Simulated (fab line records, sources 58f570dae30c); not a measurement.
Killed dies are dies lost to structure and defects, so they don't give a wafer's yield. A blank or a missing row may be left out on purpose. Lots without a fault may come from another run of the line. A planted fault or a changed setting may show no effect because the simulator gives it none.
Chamber matching | flow berkeley_cmos170 | UCB170_M2_ETCH_17 on rie_diel-03: 4 sister chambers
The step etches BARC in N2/H2. 7 wafers are shown with their chamber, then 7 later ones without.

WAFERS WITH THEIR CHAMBER
wafer  | chamber | throttle_valve_pct (%) | drypump_motor_current_A (A)
L705.1 | 3       | 13.55                  | 6.2
L705.5 | 0       | 13.31                  | 6.5
L707.2 | 1       | 13.18                  | 5.9
L707.5 | 3       | 13.53                  | 6.2
L707.6 | 2       | 13.22                  | 6.6
L715.1 | 1       | 13.20                  | 5.9
L715.3 | 0       | 13.30                  | 6.4

WAFERS WITHOUT THEIR CHAMBER
wafer  | throttle_valve_pct (%) | drypump_motor_current_A (A)
L715.6 | 13.24                  | 6.5
L721.1 | 13.24                  | 6.6
L721.3 | 13.19                  | 5.9
L721.4 | 13.52                  | 6.1
L723.1 | 13.22                  | 6.6
L723.4 | 13.21                  | 6.6
L723.5 | 13.53                  | 6.2

WHICH CHAMBER EACH WENT THROUGH
wafer  | from the rows above | in truth
L715.6 | 2                   | 2
L721.1 | 2                   | 2
L721.3 | 1                   | 1
L721.4 | 3                   | 3
L723.1 | 2                   | 2
L723.4 | 2                   | 2
L723.5 | 3                   | 3
Placed correctly: 7 of 7. Can't be placed from these rows: 0. Placed wrongly: 0.
How it was worked out, from the rows above alone: a wafer's distance from a chamber is the root of the sum, over the readings, of the square of ((its reading less the chamber's mean) divided by the reading's scatter). The wafer belongs to the nearest chamber; if the next one is less than 2 further off, it can't be placed. A chamber's mean is the mean of its shown wafers. The scatter: the root of (the sum of the squares of (reading less its chamber's mean) over the shown wafers, divided by (wafers less chambers)).
